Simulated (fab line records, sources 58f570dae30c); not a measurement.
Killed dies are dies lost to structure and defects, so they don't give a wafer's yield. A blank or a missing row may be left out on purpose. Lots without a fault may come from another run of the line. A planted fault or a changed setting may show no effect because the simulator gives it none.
One fault seen from 2 desks | flow berkeley_cmos170 | each desk has only its own numbers; what lay behind them comes last

THE METROLOGY DESK
What the gauges read, lot by lot, whatever tool the lot ran on: means of the sampled wafers that have a number. A lot is out of limits, marked OUT, if its mean lies more than 4 standard deviations from the usual mean; the brackets give that distance.
Columns: A = PVT_OVL at UCB170_PVT_OVL_MEAS_06, usual 2 nm; B = PSD_TW at UCB170_PSD_TW_MEAS_10, usual 2322; C = PSD_RS at UCB170_SDANNEAL_RS_MEAS_02, usual 75.52 ohm/sq
lot  | first seen here | A  | B               | C
L282 | day 5 12:25     | 7  | 2317            | 75.58
L283 | day 5 12:41     | 3  | 2344            | 75.36
L285 | day 6 01:56     | 4  | 2319            | 76.06
L286 | day 6 15:34     | -5 | 2299            | 75.93
L288 | day 7 03:39     | -1 | 2335            | 75.35
L291 | day 7 14:20     | 6  | 2336            | 75.40
L290 | day 7 14:56     | 9  | 2326            | 75.45
L292 | day 8 03:05     | -8 | 2317            | 75.31
L294 | day 8 10:23     | -1 | 2318            | 75.29
L298 | day 9 02:42     | 3  | 2460 (+9.9) OUT | 65.80 (-32) OUT
L301 | day 9 19:08     | -0 | 2298            | 75.83
L300 | day 9 19:19     | 2  | 2448 (+9.0) OUT | 65.57 (-33) OUT
L303 | day 10 01:01    | 7  | 2311            | 75.71
L304 | day 10 18:34    | 8  | 2308            | 75.38
This desk's finding: out of limits on L298, L300; first on L298, day 10 05:53 (PSD_TW at UCB170_PSD_TW_MEAS_10). In limits: L282, L283, L285, L286, L288, L291, L290, L292, L294, L301, L303, L304.

THE TOOL OWNER'S DESK: implanter-02
The tool's own readings at UCB170_PSD_IMPLANT_08: means of the sampled wafers that have a number, for each lot that ran on this tool. A lot is out of limits, marked OUT, if its mean lies more than 4 standard deviations from the usual mean; the brackets give that distance.
Columns: A = beam_energy_keV at UCB170_PSD_IMPLANT_08, usual 20.001; B = dose_ions_cm2 at UCB170_PSD_IMPLANT_08, usual 3.001e+15; C = end_station_pressure_torr at UCB170_PSD_IMPLANT_08, usual 1.25e-05 Torr; D = faraday_current_uA at UCB170_PSD_IMPLANT_08, usual 9265
lot  | first seen here | A      | B                           | C        | D
L283 | day 6 09:30     | 19.999 | 3.002e+15                   | 1.21e-05 | 9068
L288 | day 8 04:14     | 20.005 | 2.998e+15                   | 1.27e-05 | 9257
L292 | day 8 23:49     | 20.003 | 3.000e+15                   | 1.29e-05 | 9397
L294 | day 9 08:07     | 19.998 | 2.999e+15                   | 1.24e-05 | 9314
L298 | day 10 05:39    | 19.995 | 3.605e+15 (+99 or more) OUT | 1.42e-05 | 11131 (+9.8) OUT
L300 | day 10 21:21    | 20.007 | 3.605e+15 (+99 or more) OUT | 1.38e-05 | 11283 (+11) OUT
This desk's finding: out of limits on L298, L300; first on L298, day 10 05:39 (dose_ions_cm2 at UCB170_PSD_IMPLANT_08). In limits: L283, L288, L292, L294.

PUT TOGETHER
The tool owner's desk could have raised an alarm at day 10 05:39, on L298, L300.
The metrology desk could have raised an alarm at day 10 05:53, on L298, L300.
Of the lots named, all ran UCB170_PSD_IMPLANT_08 on implanter-02.

WHAT THE SIMULATOR HAD PUT IN
Process parameter drift: implanter-02, from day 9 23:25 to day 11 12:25, at UCB170_PSD_IMPLANT_08. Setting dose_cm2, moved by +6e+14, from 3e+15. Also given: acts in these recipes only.
Lots struck among those shown: L298, L300.
Hours from the fault's start to each desk's first reading out of limits: the tool owner's desk, 6; the metrology desk, 6.
